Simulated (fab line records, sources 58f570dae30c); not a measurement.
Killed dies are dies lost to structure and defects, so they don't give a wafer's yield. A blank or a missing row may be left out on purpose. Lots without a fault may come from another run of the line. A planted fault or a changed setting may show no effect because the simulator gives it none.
Which tool did it? | flow berkeley_cmos170 | 7 lots, 21 wafers sampled, at 2 steps of a route of 331

WHAT THE GAUGES READ, wafer by wafer
UCB170_NWELL_TW_MEAS_16.
lot  | measured    | on            | NWELL_TW
L358 | day 2 11:15 | film_metro-04 | 1261 1260 1260
L361 | day 3 04:14 | film_metro-04 | 1245 1244 1246
L365 | day 4 04:31 | film_metro-02 | 1228 1234 1232
L367 | day 4 14:00 | film_metro-02 | 1226 1225 1230
L369 | day 5 00:08 | film_metro-01 | 1220 1216 1223
L373 | day 5 19:12 | film_metro-02 | 1227 1229 1232
L379 | day 6 23:19 | film_metro-01 | 365 379 365

WHICH TOOL RAN EACH LOT (tool, then ch and the chambers of the sampled wafers, then the start)
lot  | UCB170_NWELL_DEVELOP_11
L358 | litho_track-02 ch 0, day 2 10:00
L361 | litho_track-03 ch 0, day 3 03:00
L365 | litho_track-02 ch 0, day 4 04:00
L367 | litho_track-01 ch 0, day 4 13:00
L369 | litho_track-03 ch 0, day 4 23:00
L373 | litho_track-01 ch 0, day 5 18:00
L379 | litho_track-02 ch 0, day 6 22:00
- UCB170_NWELL_DEVELOP_11: develop time 45 s.

THE ANSWER, worked out from the rows above alone
Rule: what is usual is taken from the lots themselves. Put in order of their means at a reading, lots are off if they are a third of the lots or fewer, leave a main group of 4 or more, and stand apart from it by a gap of 3 or more times the standard deviation of the main group's means; of several such gaps the widest counts. A main group whose means are all the same, to the digits that the tables above print for the reading, isn't used. A lot without any number at a reading at which 4 lots or more have one is off too. The other lots that the step has rows for count as sound.
Off: L379, at UCB170_NWELL_TW_MEAS_16 (NWELL_TW). The main group: mean 1235, standard deviation 13.
A tool fits if, at a process step before that reading, it ran every lot that is off, and no sound lot after the first of them. The gauges at UCB170_NWELL_TW_MEAS_16 are tried like those tools. Can't be told from this: 2 tools fit, litho_track-02 at UCB170_NWELL_DEVELOP_11, film_metro-01 at UCB170_NWELL_TW_MEAS_16.

WHAT THE SIMULATOR HAD PUT IN
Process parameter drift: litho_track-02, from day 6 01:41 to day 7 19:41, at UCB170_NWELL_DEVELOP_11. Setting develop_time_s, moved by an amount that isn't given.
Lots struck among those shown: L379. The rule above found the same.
